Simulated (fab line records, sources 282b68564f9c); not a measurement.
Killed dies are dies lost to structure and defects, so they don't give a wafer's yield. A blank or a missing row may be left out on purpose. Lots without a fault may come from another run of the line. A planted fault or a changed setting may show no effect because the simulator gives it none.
A struck lot beside a sound one | flow rit_cmos | 6 steps out of a route of 202
Sound: wafers L987.1, L987.2, L987.6. Struck: wafers L995.1, L995.3, L995.4. The cause comes at the end.
At each step with rows: each side's tool, then ch and its chambers, then its first start. Under that, the readings that differ: sound wafers | struck wafers | difference of the means | sigmas: that difference in standard deviations of wafers without a fault.
alike: readings whose means differ by less than 2 such deviations, and words and numbers that are the same on both sides. not compared: withheld readings, readings that some wafer has no value for, bounds like >300 that may hide the same value, and numbers for which the record gives no deviation and whose values overlap.
The two part at a step that has a row with sigmas, a row that says differs or no value, or rows on one side only. Numbers that don't overlap but have no deviation are shown without sigmas and don't part them. A reading that every wafer of one side lacks parts them only if that side has two wafers or more.

RIT_ACTIVE_BOW_MEAS_00:
  sound on film_metro-01, day 2 06:00; struck on film_metro-01, day 3 22:00
  alike: INCOMING_BOW
then, 1 step without rows for these wafers: RIT_ACTIVE_OXIDATION_01 (target thk 46.8 nm, ox time 3360 s).
RIT_ACTIVE_THK_MEAS_02:
  sound on film_metro-03, day 2 09:02; struck on film_metro-02, day 4 01:02
  reading               | sound          | struck         | difference | sigmas
  ACTIVE_OXIDE_THK (nm) | 46.1 45.6 46.0 | 48.3 48.1 47.6 | +2.1       | +2
RIT_ACTIVE_CVD_03: deposits Si3N4 from SiH2Cl2/NH3, target thk 150 nm, time 1500 s.
  sound on lpcvd-01 ch 0, day 2 09:05; struck on lpcvd-01 ch 0, day 4 01:05
  reading                                  | sound             | struck            | difference | sigmas
  spike_tc_centre_C (C)                    | 813.4 813.0 813.5 | 877.9 878.5 878.6 | +65.0      | +38
  spike_tc_load_C (C)                      | 833.7 834.2 834.1 | 897.4 898.9 897.0 | +63.8      | +46
  spike_tc_source_C (C)                    | 830.9 832.3 833.5 | 897.1 896.0 894.8 | +63.7      | +23
  susceptor_temp_C (C)                     | 810.5 809.7 810.0 | 874.5 874.1 874.3 | +64.2      | +99 or more
  zone_power_load_pct (%)                  | 24.3 24.2 23.8    | 28.4 28.9 29.1    | +4.7       | +3
  model.Si3N4_of_ACTIVE_CVD_03.thk_nm (nm) | 149.5 150.6 150.8 | 252.7 251.6 252.4 | +101.9     |
  alike: sih2cl2_flow_sccm, zone_power_centre_pct
RIT_ACTIVE_THK_MEAS_04:
  sound on film_metro-01, day 2 10:31; struck on film_metro-01, day 4 02:44
  reading                 | sound             | struck            | difference | sigmas
  ACTIVE_NITRIDE_THK (nm) | 149.6 150.6 150.9 | 252.5 251.7 252.4 | +101.8     | +64
  not compared: hold
RIT_M1_PROBE_99:
  the record has rows for the sound wafers here (prober-02, day 4 10:16) and none for the struck ones

WHERE THEY PART
First at RIT_ACTIVE_THK_MEAS_02; last, within this record, at RIT_M1_PROBE_99.

WHY: what the simulator had put in
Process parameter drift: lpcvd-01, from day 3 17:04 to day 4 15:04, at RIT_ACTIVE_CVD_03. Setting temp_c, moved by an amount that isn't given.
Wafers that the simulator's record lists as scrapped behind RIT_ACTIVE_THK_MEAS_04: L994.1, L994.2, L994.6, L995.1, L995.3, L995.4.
